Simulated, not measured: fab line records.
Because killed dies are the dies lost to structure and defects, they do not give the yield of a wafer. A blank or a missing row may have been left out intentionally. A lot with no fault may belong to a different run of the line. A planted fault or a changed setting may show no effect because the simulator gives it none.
fab line records | flow ritCmos
[record] lots = 7 wafers = 21 lastDay = 7
route steps=202 shown CONTACT@172 M1@184
lots with no fault: from the same line, run without faults
startH: hours from the record's opening day to when the first of the lot's shown wafers began | waitH: time in hours since the lot's previous step | " repeats the value in the row above | L1.1+2: one row covering several wafers at once | - no value, or no start given | * or withheld: withheld | < > ~ a bound
route shown NAME@n: NAME is a module with steps in the file, n the number in the route of the first one | usual: mean/standard deviation taken from wafers without a fault | same: alike in all rows | chamber/n: place in a boat | sites: each site's reading | _std_site: the standard deviation of these | _edge_site: outer sites' mean less inner sites' | radiusMm: how far each site lies from the wafer's centre | mask NAME#n: copy n | behind: tool/chamber where the wafer was last shaped | hold: why the lot went on hold/how many hours it stayed there/how the hold came to an end | device: transistor that didn't switch, given as n, p or np | end of line: the route-end tests of the same wafers | for a step that has no rows: nothing shown but its recipe | killed: the dies lost at the first sort to structure and to defects; this is not the yield of the wafer | map: dies across one wafer; x = killed, . = not, _ = none there
set.NAME: the setting the step ran with; set.NAME@STEP: the setting that earlier step ran with | model.NAME: the simulator's own value behind a step, which no gauge read
lots at some steps of the route; a table a step, a row a wafer
services: a tool's chamber out of use, with start hour (startH, from the record's first day; less than 0 if before it), hours out, and reason
[[steps]]
[step RIT_CONTACT_SOFTBAKE_04]
[recipe] resist = NOVOLAK tempC = 90 timeS = 60
[step RIT_CONTACT_EXPOSE_05]
[recipe] maskId = M11 na = 0.6 sourceShape = conventional sigmaOuter = 0.5 targetCdNm = 1000 doseMj = 247.5
[step RIT_CONTACT_PEB_06]
[recipe] resist = NOVOLAK tempC = withheld timeS = withheld
[step RIT_CONTACT_DEVELOP_07]
[recipe] resist = NOVOLAK developTimeS = 120 devTempC = 23
[step RIT_CONTACT_CD_MEAS_08]
[recipe] targetCdNm = 1000
[usual] cdNm = 999.8/2.7
// columns lot.wafer tool chamber startH waitH cdNm
L377.1 cdSem-01 - 85.18 - 1001.7
L377.2 " - " " 1002.0
L377.3 " - " " 1002.4
L384.4 cdSem-01 - 112.28 - 997.1
L384.5 " - " " 997.3
L384.6 " - " " 999.7
L385.3 cdSem-01 - 117.10 - 997.1
L385.4 " - " " 996.0
L385.5 " - " " 997.5
L386.4 cdSem-01 - 118.97 - 998.7
L386.5 " - " " 996.8
L386.6 " - " " 996.8
L387.1 cdSem-01 - 126.56 - 1003.8
L387.2 " - " " 1003.2
L387.3 " - " " 1002.4
L392.1 cdSem-02 - 151.42 - 997.4
L392.4 " - " " 994.7
L392.5 " - " " 996.5
L395.2 cdSem-02 - 167.60 - 996.7
L395.5 " - " " 997.3
L395.6 " - " " 997.0
[step RIT_CONTACT_OVL_MEAS_09]
[usual] CONTACT_OVL = 2.0/0.92
// columns lot.wafer tool chamber startH waitH CONTACT_OVL[nm]
L377.1 overlay-02 - 85.30 0.1 3.5
L377.2 " - " " 2.2
L377.3 " - " " 3.8
L384.4 overlay-01 - 112.36 0.1 1.3
L384.5 " - " " 2.1
L384.6 " - " " 0.6
L385.3 overlay-02 - 117.19 0.1 1.3
L385.4 " - " " 0.7
L385.5 " - " " 0.6
L386.4 overlay-01 - 119.05 0.1 2.9
L386.5 " - " " 1.6
L386.6 " - " " 3.0
L387.1 overlay-01 - 126.68 0.1 2.5
L387.2 " - " " 2.4
L387.3 " - " " 3.7
L392.1 overlay-01 - 151.54 0.1 2.1
L392.4 " - " " 1.2
L392.5 " - " " 1.0
L395.2 overlay-01 - 167.70 0.1 3.3
L395.5 " - " " 3.2
L395.6 " - " " 2.5
[step RIT_CONTACT_HARDBAKE_10]
[recipe] resist = NOVOLAK tempC = 140 timeS = 60
[step RIT_CONTACT_ETCH_11]
[recipe] targetDepthA = 4800 overEtchFrac = 0.1858 stopOn = TiSi2 chemistry = CHF3/CF4/Ar target = SiO2 CHF3_flow_sccm = 50 cf4FlowSccm = 10 Ar_flow_sccm = 100 O2_flow_sccm = 5 pressureMtorr = 100 rfW = 200 timeS = 320
[usual] drypumpMotorCurrentA = 5.8/0.32 oesProductAu = 0.993/0.018 throttleValvePct = 8.90/0.15
// columns lot.wafer tool chamber startH waitH drypumpMotorCurrentA oesProductAu rfHoursCounterH throttleValvePct
L377.1 rieDiel-03 2 85.48 0.1 6.2 0.999 8 8.79
L377.2 " 3 " " 4.8 1.010 65 8.93
L377.3 " 1 " " 5.9 0.981 110 9.01
L384.4 rieDiel-02 3 112.53 0.1 5.7 1.003 41 8.65
L384.5 " 3 " " 5.7 0.993 - 8.65
L384.6 " 2 " " 5.8 0.984 - 9.19
L385.3 rieDiel-04 3 117.37 0.1 6.0 1.012 96 8.88
L385.4 " 1 " " 5.6 1.005 1 8.90
L385.5 " 2 " " 6.2 0.976 - 8.92
L386.4 rieDiel-02 0 119.21 0.1 5.7 0.980 36 8.88
L386.5 " 0 " " 5.7 0.976 - 8.90
L386.6 " 1 " " 5.9 1.018 - 8.97
L387.1 rieDiel-03 1 126.86 0.1 5.9 0.977 111 9.03
L387.2 " 0 " " 5.4 1.008 52 8.95
L387.3 " 3 " " 4.8 1.021 66 8.93
L392.1 rieDiel-03 1 151.93 0.1 5.9 0.978 112 9.00
L392.4 " 3 " " 4.8 1.012 67 8.93
L392.5 " 0 " " 5.5 1.007 - 8.98
L395.2 rieDiel-02 0 167.88 0.1 5.7 0.977 37 8.86
L395.5 " 1 " " 5.8 1.018 - 8.96
L395.6 " 2 " " 5.8 0.970 - 9.18
[step RIT_CONTACT_STRIP_12]
[recipe] chemistry = O2 timeS = 180 resist = NOVOLAK platenTempC = withheld powerW = 500 pressureMtorr = 4000 o2FlowSccm = 4000
[usual] drypumpMotorCurrentA = 5.6/0.34
// columns lot.wafer tool chamber startH waitH drypumpMotorCurrentA rfHoursCounterH
L377.1 plasmaAsher-04 0 85.68 0.1 5.0 29
L377.2 " 1 " " 5.5 29
L377.3 " 0 " " 5.0 -
L384.4 plasmaAsher-03 0 112.78 0.2 5.7 -
L384.5 " 1 " " 6.0 -
L384.6 " 0 " " 5.7 -
L385.3 plasmaAsher-04 0 117.62 0.2 5.0 -
L385.4 " 1 " " 5.5 -
L385.5 " 1 " " 5.5 -
L386.4 plasmaAsher-04 0 119.47 0.2 5.0 -
L386.5 " 1 " " 5.6 -
L386.6 " 0 " " 5.0 -
L387.1 plasmaAsher-04 0 127.06 0.1 5.0 34
L387.2 " 1 " " 5.5 34
L387.3 " 0 " " 5.0 -
L392.1 plasmaAsher-02 0 152.13 0.1 5.7 52
L392.4 " 0 " " 5.7 -
L392.5 " 1 " " 5.9 -
L395.2 plasmaAsher-04 1 168.08 0.1 5.6 38
L395.5 " 0 " " 5.0 -
L395.6 " 1 " " 5.5 -
[step RIT_CONTACT_CD_MEAS_90]
[recipe] targetCdNm = 1000
[usual] cdNm = 999.8/2.7
// columns lot.wafer tool chamber startH waitH cdNm
L377.1 cdSem-02 - 85.85 0.1 1002.5
L377.2 " - " " 1002.3
L377.3 " - " " 1002.9
L384.4 cdSem-02 - 112.96 0.1 997.0
L384.5 " - " " 997.4
L384.6 " - " " 999.6
L385.3 cdSem-02 - 117.78 0.1 998.1
L385.4 " - " " 996.5
L385.5 " - " " 998.2
L386.4 cdSem-02 - 119.64 0.1 999.2
L386.5 " - " " 997.0
L386.6 " - " " 996.6
L387.1 cdSem-02 - 127.23 0.1 1004.2
L387.2 " - " " 1002.9
L387.3 " - " " 1002.5
L392.1 cdSem-02 - 152.30 0.1 997.6
L392.4 " - " " 995.0
L392.5 " - " " 996.5
L395.2 cdSem-01 - 168.27 0.1 997.0
L395.5 " - " " 996.2
L395.6 " - " " 997.7
[step RIT_CONTACT_CLEAN_13]
[recipe] chemistry = SC1 mix = 3:3:50 timeS = 600 tempC = 75
[step RIT_CONTACT_CLEAN_14]
[recipe] chemistry = SC2 mix = 3:3:50 timeS = 600 tempC = 75 dry = n2Spin
[step RIT_M1_SPUTTER_00]
[recipe] material = Al targetThkNm = 400 powerW = 2000 chamberPressurePa = 0.4 gas = Ar timeS = 500 substrateTempC = 25
[usual] cathodeDcPowerW = 2000.0/0.35 chamberPressurePa = 0.3999/0.00075 throttleValvePct = 29.9/0.86
// columns lot.wafer tool chamber startH waitH cathodeDcPowerW chamberPressurePa throttleValvePct
L377.1 pvdSputter-03 - 86.39 0.0 2000.0 0.3991 28.1
L377.2 " - " " 1999.7 0.3992 30.8
L377.3 " - " " 1999.9 0.4001 31.0
L384.4 pvdSputter-03 - 113.38 0.0 1999.8 0.4002 30.2
L384.5 " - " " 1999.8 0.3998 31.0
L384.6 " - " " 2000.0 0.3996 30.2
L385.3 pvdSputter-02 - 118.26 0.0 - - -
L385.4 " - " " - - -
L385.5 " - " " - - -
L386.4 pvdSputter-03 - 120.10 0.0 - - -
L386.5 " - " " - - -
L386.6 " - " " - - -
L387.1 pvdSputter-02 - 127.72 0.0 - - -
L387.2 " - " " - - -
L387.3 " - " " - - -
L392.1 pvdSputter-03 - 152.95 0.0 2000.6 0.4005 27.9
L392.4 " - " " 2000.3 0.3996 31.2
L392.5 " - " " 2000.0 0.4004 31.3
L395.2 pvdSputter-02 - 168.79 0.0 1999.9 0.4011 30.2
L395.5 " - " " 1999.6 0.3985 29.4
L395.6 " - " " 2000.1 0.3996 29.9
[step RIT_M1_RS_MEAS_01]
[recipe] thkMeasGauge = four-point-probe reads = Al_of_M1_SPUTTER_00
[usual] M1_AL_RS = 0.0735/0.00095
// columns lot.wafer tool chamber startH waitH M1_AL_RS[ohm/sq]
L377.1 filmMetro-04 - 86.68 0.1 0.0738
L377.2 " - " " 0.0740
L377.3 " - " " 0.0738
L384.4 filmMetro-03 - 113.74 0.2 0.0744
L384.5 " - " " 0.0742
L384.6 " - " " 0.0740
L385.3 filmMetro-02 - 118.59 0.2 -
L385.4 " - " " -
L385.5 " - " " -
L386.4 filmMetro-03 - 120.46 0.2 -
L386.5 " - " " -
L386.6 " - " " -
L387.1 filmMetro-04 - 128.01 0.1 -
L387.2 " - " " -
L387.3 " - " " -
L392.1 filmMetro-03 - 153.24 0.1 0.0737
L392.4 " - " " 0.0744
L392.5 " - " " 0.0743
L395.2 filmMetro-04 - 169.10 0.2 0.0727
L395.5 " - " " 0.0734
L395.6 " - " " 0.0726
[step RIT_M1_THK_MEAS_02]
[recipe] thkMeasGauge = xrf reads = Al_of_M1_SPUTTER_00
[usual] M1_AL_THK = 396/5.4
// columns lot.wafer tool chamber startH waitH M1_AL_THK[nm]
L377.1 filmMetro-04 - 86.80 0.1 397
L377.2 " - " " 395
L377.3 " - " " 394
L384.4 filmMetro-03 - 113.83 0.1 390
L384.5 " - " " 389
L384.6 " - " " 391
L385.3 filmMetro-02 - 118.69 0.1 <0
L385.4 " - " " <0
L385.5 " - " " <0
L386.4 filmMetro-03 - 120.55 0.1 <1
L386.5 " - " " <1
L386.6 " - " " <1
L387.1 filmMetro-04 - 128.13 0.1 <0
L387.2 " - " " <0
L387.3 " - " " <0
L392.1 filmMetro-03 - 153.36 0.1 392
L392.4 " - " " 391
L392.5 " - " " 390
L395.2 filmMetro-04 - 169.21 0.1 405
L395.5 " - " " 399
L395.6 " - " " 402
[step RIT_M1_HMDS_03]
[recipe] primeTimeS = 60 primeTempC = 140
[step RIT_M1_COAT_04]
[recipe] resist = NOVOLAK spinRpm = 2000 resistThkNm = 1300
[step RIT_M1_SOFTBAKE_05]
[recipe] resist = NOVOLAK tempC = 90 timeS = 60
[step RIT_M1_EXPOSE_06]
[recipe] maskId = M12 na = 0.6 sourceShape = conventional sigmaOuter = 0.5 targetCdNm = 2600 doseMj = 250
[step RIT_M1_PEB_07]
[recipe] resist = NOVOLAK tempC = withheld timeS = withheld
[step RIT_M1_DEVELOP_08]
[recipe] resist = NOVOLAK developTimeS = 68 devTempC = 23.77
[step RIT_M1_CD_MEAS_09]
[recipe] targetCdNm = 2600
[usual] cdNm = 2600.0/2.3
// columns lot.wafer tool chamber startH waitH cdNm
L377.1 cdSem-01 - 87.74 - 2603.0
L377.2 " - " " 2603.0
L377.3 " - " " 2603.0
L384.4 cdSem-01 - 114.92 - 2601.9
L384.5 " - " " 2599.2
L384.6 " - " " 2601.9
L385.3 cdSem-02 - 119.78 - 2604.8
L385.4 " - " " 2603.8
L385.5 " - " " 2603.4
L386.4 cdSem-01 - 121.64 - 2598.7
L386.5 " - " " 2598.2
L386.6 " - " " 2600.0
L387.1 cdSem-01 - 129.20 - 2598.6
L387.2 " - " " 2600.2
L387.3 " - " " 2600.7
L392.1 cdSem-02 - 154.30 - 2596.6
L392.4 " - " " 2597.6
L392.5 " - " " 2596.3
L395.2 cdSem-02 - 170.16 - 2599.5
L395.5 " - " " 2601.9
L395.6 " - " " 2603.0
[step RIT_M1_OVL_MEAS_10]
[usual] M1_OVL = -0.4/1.5
// columns lot.wafer tool chamber startH waitH M1_OVL[nm]
L377.1 overlay-02 - 87.86 0.1 -0.8
L377.2 " - " " -1.7
L377.3 " - " " -0.7
L384.4 overlay-02 - 115.00 0.1 -0.5
L384.5 " - " " -1.3
L384.6 " - " " -0.4
L385.3 overlay-02 - 119.87 0.1 -0.8
L385.4 " - " " -0.6
L385.5 " - " " 0.8
L386.4 overlay-01 - 121.72 0.1 -1.5
L386.5 " - " " -1.7
L386.6 " - " " -1.1
L387.1 overlay-02 - 129.32 0.1 -1.3
L387.2 " - " " -1.8
L387.3 " - " " -1.8
L392.1 overlay-02 - 154.42 0.1 -0.8
L392.4 " - " " -0.4
L392.5 " - " " 0.5
L395.2 overlay-01 - 170.27 0.1 3.0
L395.5 " - " " 0.2
L395.6 " - " " 0.6
[step RIT_M1_HARDBAKE_11]
[recipe] resist = NOVOLAK tempC = 140 timeS = 120
[step RIT_M1_METAL_ETCH_12]
[recipe] stopOn = SiO2 chemistry = Cl2/BCl3 target = Al timeS = 165 overEtchFrac = 0.5 pressureMtorr = 100 targetDepthA = 6000 rfW = 250 Cl2_flow_sccm = 60 bcl3FlowSccm = 50
[usual] drypumpMotorCurrentA = 5.70/0.27 oesProductAu = 0.773/0.014 throttleValvePct = 8.36/0.1
// columns lot.wafer tool chamber startH waitH drypumpMotorCurrentA oesProductAu rfHoursCounterH throttleValvePct
L377.1 rieMetal-02 0 88.15 0.2 6.12 0.755 3 8.32
L377.2 " 1 " " 5.75 0.784 3 8.48
L377.3 " 1 " " 5.70 0.774 - 8.50
L384.4 rieMetal-02 1 115.32 0.1 5.74 0.779 - 8.48
L384.5 " 0 " " 6.10 0.754 - 8.32
L384.6 " 1 " " 5.73 0.786 - 8.48
L385.3 rieMetal-03 1 120.20 0.2 5.30 0.333 - 8.28
L385.4 " 0 " " 5.64 0.328 - 8.40
L385.5 " 0 " " 5.61 0.333 - 8.40
L386.4 rieMetal-04 0 122.04 0.1 5.88 0.335 - 8.47
L386.5 " 0 " " 5.87 0.321 - 8.46
L386.6 " 1 " " 5.60 0.341 - 8.58
L387.1 rieMetal-02 0 129.61 0.2 6.10 0.324 3 8.37
L387.2 " 1 " " 5.73 0.331 3 8.57
L387.3 " 0 " " 6.10 0.325 - 8.38
L392.1 rieMetal-03 1 154.71 0.2 5.33 0.764 6 8.24
L392.4 " 0 " " 5.64 0.770 - 8.34
L392.5 " 0 " " 5.62 0.757 - 8.33
L395.2 rieMetal-03 0 170.55 0.2 5.63 0.777 5 8.34
L395.5 " 0 " " 5.56 0.767 - 8.33
L395.6 " 1 " " 5.31 0.783 - 8.22
[step RIT_M1_STRIP_13]
[recipe] chemistry = nmp resist = NOVOLAK tempC = 80 timeS = 600 dry = n2Spin
[step RIT_M1_PROBE_99]
[usual] defectLimitedYield = 97.1/1.2 killed_at_M0_to_M3 = 0.0/0.12 killedAtFrontEnd = 8/3.1 killedDies = 8/3.2 killedOnRim = 2.1/1.6 killedOpen = 3.9/2.2 killedShort = 3.8/2.1 sort_bin_3_pad_short = 0.1/0.23 sort_bin_5_function = 1.7/0.86 sort_bin_6_memory = 1.1/0.7 sortNPass = 256/3.2 sortYieldPct = 97.1/1.2
[same] grossDies = 264 killed_at_M4_up = 0 killedAtBackSide = 0 killedAtContacts = 0 killedAtOther = 0
// columns lot.wafer tool chamber startH waitH defectLimitedYield[%] killed_at_M0_to_M3 killedAtFrontEnd killedDies killedOnRim killedOpen killedShort sort_bin_3_pad_short[%] sort_bin_5_function[%] sort_bin_6_memory[%] sortNPass sortYieldPct[%]
L377.1 prober-01 - 90.53 0.1 95.8 0 11 11 2 6 5 0.8 1.5 1.9 253 95.8
L377.2 prober-01 - 90.58 0.1 96.2 0 10 10 2 3 7 0.4 1.5 1.9 254 96.2
L377.3 prober-01 - 90.63 0.2 97.3 0 7 7 2 1 6 0 2.3 0.4 257 97.3
L384.4 prober-01 - 117.67 0.2 96.6 0 9 9 4 4 5 0 1.1 2.3 255 96.6
L384.5 prober-01 - 117.72 0.2 97.7 0 6 6 1 1 5 0.8 0.4 1.1 258 97.7
L384.6 prober-01 - 117.77 0.2 97.7 0 6 6 2 3 3 0 2.3 0 258 97.7
L385.3 prober-02 - 122.51 0.2 0 262 2 264 70 2 0 22.0 74.6 3.4 0 0
L385.4 prober-02 - 122.56 0.2 0 263 1 264 70 0 1 25.0 72.3 2.7 0 0
L385.5 prober-02 - 122.61 0.2 0 263 1 264 70 0 1 27.7 69.7 2.7 0 0
L386.4 prober-01 - 124.39 0.2 0 263 1 264 70 0 1 26.5 71.2 2.3 0 0
L386.5 prober-01 - 124.44 0.2 0 262 2 264 70 1 1 24.6 73.9 1.5 0 0
L386.6 prober-01 - 124.49 0.2 0 262 2 264 70 2 0 20.5 75.8 3.8 0 0
L387.1 prober-02 - 132.02 0.1 0 264 0 264 70 0 0 22.7 75.0 2.3 0 0
L387.2 prober-02 - 132.07 0.1 0 262 2 264 70 0 2 23.9 73.1 3.0 0 0
L387.3 prober-02 - 132.12 0.2 0 261 3 264 70 2 1 31.1 66.3 2.7 0 0
L392.1 prober-01 - 156.98 0.1 98.9 0 3 3 2 1 2 0 0.4 0.8 261 98.9
L392.4 prober-01 - 157.13 0.2 96.6 0 9 9 4 5 4 0 1.9 1.5 255 96.6
L392.5 prober-01 - 157.18 0.2 95.5 0 12 12 3 2 10 0.4 3.4 0.8 252 95.5
L395.2 prober-02 - 172.85 0.1 98.1 0 5 5 1 4 1 0 1.5 0.4 259 98.1
L395.5 prober-02 - 173.00 0.2 97.7 0 6 6 1 2 4 0 1.5 0.8 258 97.7
L395.6 prober-02 - 173.05 0.2 97.7 0 6 6 2 3 3 0.4 0.8 1.1 258 97.7
// killed by level:class
L377.1 GATE:geometricParticle:short=3 GATE:geometricParticle:open=2 SPACER:geometricParticle:open=2 FOX2:geometricParticle:short=1 FOX2:geometricParticle:open=1 SPACER:geometricParticle:short=1 SILICIDE:geometricParticle:open=1
L377.2 GATE:geometricParticle:short=4 SPACER:geometricParticle:open=2 FOX1:geometricParticle:short=1 FOX1:geometricParticle:open=1 FOX2:geometricParticle:short=1 SPACER:geometricParticle:short=1
L377.3 FOX1:geometricParticle:short=2 SPACER:geometricParticle:short=2 FOX2:geometricParticle:short=1 GATE:geometricParticle:short=1 SPACER:geometricParticle:open=1
L384.4 GATE:geometricParticle:short=2 REOX:geometricParticle:short=2 SILICIDE:geometricParticle:open=2 FOX1:geometricParticle:open=1 FOX1:geometricParticle:short=1 GATE:geometricParticle:open=1
L384.5 GATE:geometricParticle:short=3 FOX1:geometricParticle:short=1 FOX2:geometricParticle:short=1 GATE:geometricParticle:open=1
L384.6 FOX1:geometricParticle:open=2 FOX1:geometricParticle:short=1 GATE:geometricParticle:short=1 SPACER:geometricParticle:open=1 SPACER:geometricParticle:short=1
L385.3 M1:lostPattern=259 M1:areaSputter=3 SILICIDE:geometricParticle:open=2
L385.4 M1:lostPattern=263 SPACER:geometricParticle:short=1
L385.5 M1:lostPattern=263 SPACER:geometricParticle:short=1
L386.4 M1:lostPattern=263 REOX:geometricParticle:short=1
L386.5 M1:lostPattern=258 M1:areaSputter=4 FOX2:geometricParticle:open=1 REOX:geometricParticle:short=1
L386.6 M1:lostPattern=261 GATE:geometricParticle:open=2 M1:areaSputter=1
L387.1 M1:lostPattern=263 M1:areaSputter=1
L387.2 M1:lostPattern=261 GATE:geometricParticle:short=1 SILICIDE:geometricParticle:short=1 M1:areaSputter=1
L387.3 M1:lostPattern=260 FOX2:geometricParticle:open=1 GATE:geometricParticle:open=1 REOX:geometricParticle:short=1 M1:areaSputter=1
L392.1 FOX1:geometricParticle:open=1 FOX1:geometricParticle:short=1 SPACER:geometricParticle:short=1
L392.4 GATE:geometricParticle:open=3 SPACER:geometricParticle:short=2 FOX1:geometricParticle:open=1 FOX1:geometricParticle:short=1 GATE:geometricParticle:short=1 SPACER:geometricParticle:open=1
L392.5 GATE:geometricParticle:short=6 FOX1:geometricParticle:short=2 FOX2:geometricParticle:short=1 FOX2:geometricParticle:open=1 GATE:geometricParticle:open=1 SPACER:geometricParticle:short=1
L395.2 FOX1:geometricParticle:open=2 ACTIVE:geometricParticle:short=1 FOX2:geometricParticle:open=1 REOX:geometricParticle:open=1
L395.5 SPACER:geometricParticle:short=3 FOX1:geometricParticle:short=1 FOX2:geometricParticle:open=1 SPACER:geometricParticle:open=1
L395.6 FOX1:geometricParticle:short=2 SPACER:geometricParticle:open=2 REOX:geometricParticle:open=1 REOX:geometricParticle:short=1
// map L385.3 (x killed, . not)
________xxxxxxx_______
_____xxxxxxxxxxxxx____
____xxxxxxxxxxxxxxx___
___xxxxxxxxxxxxxxxxx__
__xxxxxxxxxxxxxxxxxxx_
__xxxxxxxxxxxxxxxxxxx_
_xxxxxxxxxxxxxxxxxxxxx
_xxxxxxxxxxxxxxxxxxxxx
_xxxxxxxxxxxxxxxxxxxxx
_xxxxxxxxxxxxxxxxxxxxx
__xxxxxxxxxxxxxxxxxxx_
__xxxxxxxxxxxxxxxxxxx_
___xxxxxxxxxxxxxxxxx__
____xxxxxxxxxxxxxxx___
_____xxxxxxxxxxxxx____
________xxxxxxx_______
// map L386.4 (x killed, . not)
________xxxxxxx_______
_____xxxxxxxxxxxxx____
____xxxxxxxxxxxxxxx___
___xxxxxxxxxxxxxxxxx__
__xxxxxxxxxxxxxxxxxxx_
__xxxxxxxxxxxxxxxxxxx_
_xxxxxxxxxxxxxxxxxxxxx
_xxxxxxxxxxxxxxxxxxxxx
_xxxxxxxxxxxxxxxxxxxxx
_xxxxxxxxxxxxxxxxxxxxx
__xxxxxxxxxxxxxxxxxxx_
__xxxxxxxxxxxxxxxxxxx_
___xxxxxxxxxxxxxxxxx__
____xxxxxxxxxxxxxxx___
_____xxxxxxxxxxxxx____
________xxxxxxx_______
[[services]]
// columns tool chamber startH hours kind
plasmaAsher-02 - 72.75 2.8 pm
rieDiel-03 0 83.63 2.8 repair
rieDiel-04 1 89.53 1.7 repair
rieDiel-04 - 91.82 2.8 pm
rieDiel-04 0 99.78 12.5 repair
rieMetal-02 - 119.93 2.8 pm
rieMetal-03 0 129.02 22.0 repair
rieMetal-03 - 131.20 0.5 repair
plasmaAsher-04 - 132.08 5.2 repair
rieMetal-04 - 136.12 20.0 pm
rieMetal-04 0 136.12 20.0 ventCycle
rieMetal-04 1 136.12 20.0 ventCycle
rieDiel-04 3 152.95 2.2 repair
rieMetal-04 0 156.12 - clean
rieMetal-04 1 156.12 - clean
rieDiel-04 1 158.68 1.5 repair
[[key]]
[firstSign] step = RIT_M1_SPUTTER_00 reading = toolRecord direction = missing
[effect] step = RIT_M1_RS_MEAS_01 reading = M1_AL_RS direction = missing
[effect] step = RIT_M1_THK_MEAS_02 reading = M1_AL_THK direction = down sigmas = 73 usual = 396 struck = <0
[effect] step = RIT_M1_METAL_ETCH_12 reading = oesProductAu direction = down sigmas = 32 usual = 0.773 struck = 0.330
[effect] step = RIT_M1_PROBE_99 reading = killed_at_M0_to_M3 direction = up sigmas = 99+ usual = 0.0 struck = 262.4
metAt RIT_M1_SPUTTER_00
struckWafers L385.3,L385.4,L385.5,L386.4,L386.5,L386.6,L387.1,L387.2,L387.3
laterRowsLeftOut L385.3,L385.4,L385.5,L386.4,L386.5,L386.6,L387.1,L387.2,L387.3
onsetBetween 113.38 118.26
[fault] kind = skippedStepWhole tool = pvdSputter-02,pvdSputter-03 chamber = - onsetH = 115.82 steps = RIT_M1_SPUTTER_00 scope = struckLotsOnly
// laterRowsLeftOut: the simulator's readings of these wafers behind a module that went badly wrong aren't trusted and aren't shown, but for the sort
